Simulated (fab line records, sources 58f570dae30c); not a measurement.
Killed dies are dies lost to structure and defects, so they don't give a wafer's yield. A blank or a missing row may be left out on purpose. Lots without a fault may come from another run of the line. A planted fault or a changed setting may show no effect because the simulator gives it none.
Problem report in the 8D (eight disciplines) form, filled by code | flow berkeley_cmos170 | the parts of the form that need people (team, actions taken, sign-off) are left out

1. THE PROBLEM
oes_product_au at UCB170_CONTACT_STRIP_19 reads a mean of 0.665 a.u. on 4 wafers of 2 lots; wafers without a fault read 0.726 a.u. with a standard deviation of 0.0048. That is -13 standard deviations from the usual mean.
The step: strips in O2.
First seen on wafer L808.4, day 7 20:31, on plasma_asher-04. The record holds 42 wafers of 14 lots with a number at this step. Rule for "out", or "out of limits": more than 4 standard deviations from the usual mean. The other wafers with a number count as sound.

2. WHAT IT IS AND WHAT IT IS NOT
question                    | is                             | is not
which readings at this step | oes_product_au                 | drypump_motor_current_A
which lots                  | L808, L812                     | L803, L804, L805, L806, L807, L809, L811, L819, L822, L823, L825, L826
which wafers of those lots  | L808.4, L808.6, L812.3, L812.6 | L808.3, L812.2
read on which tools         | plasma_asher-04                | plasma_asher-01, plasma_asher-02
when                        | from day 7 20:31               | up to then (19 sound wafers); but 19 sound wafers of L811, L812, L819, L822, L823, L825, L826 came after

3. SUSPECTS, AND WHAT RULES EACH OUT
Counting: a tool at a process step up to the reading stays a suspect if it ran every lot that is out. Sound lots after the first of them don't rule it out here, since some wafers of a struck lot are sound.
- plasma_asher-04 at UCB170_CONTACT_STRIP_19 (strips in O2): kept. It ran every lot that is out, first L808 (day 7 20:31); its last sound lot up to then is L806 (day 7 19:16). Its own readings are out on those wafers: oes_product_au.
- Within plasma_asher-04 at UCB170_CONTACT_STRIP_19: the wafers that are out ran in chamber 1; their sound lot-mates ran in chamber 0.
Left after counting: plasma_asher-04 at UCB170_CONTACT_STRIP_19.

4. THE CAUSE (what the simulator had put in)
Process parameter drift: plasma_asher-04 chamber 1, from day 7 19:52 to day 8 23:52, at UCB170_CONTACT_STRIP_19. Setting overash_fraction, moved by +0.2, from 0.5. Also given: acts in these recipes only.
Counting left only this tool.

5. THE CHAIN OF EFFECTS, in route order
Each row: a reading whose mean over the struck wafers that have a number lies more than 3 standard deviations from the usual. Only readings for which the record gives a usual standard deviation are gone through. hours: the time from each lot's start at the first step in this table that gives one to its start at this step, as a median over the lots. sigmas: the change in usual standard deviations.
hours | step                    | reading        | usual      | on struck wafers | change | sigmas
0     | UCB170_CONTACT_STRIP_19 | oes_product_au | 0.726 a.u. | 0.665            | -0.061 | -13
The process steps in it:
- UCB170_CONTACT_STRIP_19: strips in O2.

6. WHAT WOULD HAVE CAUGHT IT SOONER
In this record the first reading out of limits was taken at day 7 20:31, 1 hour after the fault began at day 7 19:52.
